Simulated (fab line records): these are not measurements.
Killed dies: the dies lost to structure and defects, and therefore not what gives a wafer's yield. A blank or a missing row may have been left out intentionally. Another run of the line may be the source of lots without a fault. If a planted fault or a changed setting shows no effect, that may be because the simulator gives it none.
Which tool was responsible?	flow berkeleyCmos170	24 wafers from 8 lots sampled at 2 of the route's 331 steps

== WHAT EACH GAUGE READ, for each wafer ==
UCB170_CONTACT_CD_MEAS_15 targets a cd of 700 nm.
lot	measured	on	cdNm (nm)
L824	day 6 21:19	cdSem-01	699.5 701.1 700.8
L825	day 7 01:56	cdSem-01	702.5 701.0 702.8
L829	day 7 13:55	cdSem-01	701.0 701.3 700.8
L831	day 8 02:58	cdSem-02	699.6 699.4 699.7
L832	day 8 11:55	cdSem-02	699.0 700.2 699.8
L836	day 9 09:57	cdSem-02	700.0 699.6 699.7
L839	day 10 11:00	cdSem-01	711.2 711.4 711.0
L842	day 10 23:22	cdSem-01	705.8 707.3 707.7

== WHAT TOOL EACH LOT RAN ON (gives the tool, then ch and the chambers of the sampled wafers, and finally the start) ==
lot	UCB170_CONTACT_EXPOSE_12
L824	krfScanner-02 ch 0, day 6 20:56
L825	krfScanner-01 ch 0, day 7 01:33
L829	krfScanner-01 ch 0, day 7 13:29
L831	krfScanner-02 ch 0, day 8 02:14
L832	krfScanner-02 ch 0, day 8 11:26
L836	krfScanner-02 ch 0, day 9 09:34
L839	krfScanner-02 ch 0, day 10 10:37
L842	krfScanner-02 ch 0, day 10 22:50
- UCB170_CONTACT_EXPOSE_12: exposes mask CONT, target cd 700 nm.

== THE ANSWER, worked out from the rows above alone ==
Rule: usual is defined by the lots themselves. The widest of any qualifying gaps counts: lots, ordered by their means at a reading, are off when they make up no more than a third of the lots, leave a main group of 4 or more, and stand apart from it by 3 or more times the standard deviation of that group's means. A main group whose means are all the same, to the digits that the tables above print for the reading, isn't used. A lot without any number at a reading at which 4 lots or more have one is off too. Any other lot the step has rows for is counted as sound.
Off: L839, L842, at UCB170_CONTACT_CD_MEAS_15 (cdNm). For the main group the mean is 700.4 nm and the standard deviation 0.91.
If a tool, at a process step before that reading, ran all the lots that are off and no sound lot after the first of them, it fits. Gauges at UCB170_CONTACT_CD_MEAS_15: tried the same way as those tools. 2 tools fit, krfScanner-02 at UCB170_CONTACT_EXPOSE_12 and cdSem-01 at UCB170_CONTACT_CD_MEAS_15, so this cannot tell which one it is.

== WHAT WAS PUT IN BY THE SIMULATOR ==
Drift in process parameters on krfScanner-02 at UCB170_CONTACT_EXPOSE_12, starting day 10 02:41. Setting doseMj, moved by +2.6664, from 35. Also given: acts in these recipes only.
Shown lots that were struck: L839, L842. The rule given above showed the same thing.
